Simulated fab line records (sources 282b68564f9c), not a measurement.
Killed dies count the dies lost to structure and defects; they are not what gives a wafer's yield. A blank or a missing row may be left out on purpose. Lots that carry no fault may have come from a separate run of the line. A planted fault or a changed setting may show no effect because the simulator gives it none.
Matching of chambers ; flow rit cmos ; 4 sister chambers for RIT_GATE_ETCH_19 on rie si-01
The step etches poly-Si in SF6/CHF3/O2, stops on SiO2, time 165 s, target depth 312.5 nm. 4 wafers are shown with their chamber, then 8 later ones without.

WAFERS, EACH WITH ITS CHAMBER
wafer;chamber;throttle valve pct (%)
L902.6;0;10.06
L906.4;1;10.18
L910.1;2;10.21
L910.2;3;10.52

WAFERS WHOSE CHAMBER IS MISSING
wafer;throttle valve pct (%)
L910.3;10.17
L914.3;10.20
L914.4;10.05
L914.6;10.21
L918.4;10.19
L918.6;10.21
L920.1;10.22
L920.2;10.54

WHICH CHAMBER EACH WENT THROUGH
wafer;from the rows above;in truth
L910.3;1;1
L914.3;can't be placed: 2 or 1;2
L914.4;0;0
L914.6;2;2
L918.4;can't be placed: 1 or 2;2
L918.6;2;2
L920.1;2;2
L920.2;3;3
Correctly placed: 6 of 8. From these rows, 2 cannot be placed; in 2 the true chamber is one of the candidates. 0 placed wrongly.
How it was worked out, from the rows above alone: a wafer's distance from a chamber is the root of the sum, over the readings, of the square of ((its reading less the chamber's mean) divided by the reading's scatter). If the next closest chamber is less than 2 further off than the closest, the wafer can't be placed; otherwise it belongs to the closest. Each chamber's mean is taken over the wafers shown for it. The scatter (one wafer shown for each chamber): square how far every hidden wafer sits from the nearest shown wafer, average those squares and take the square root.
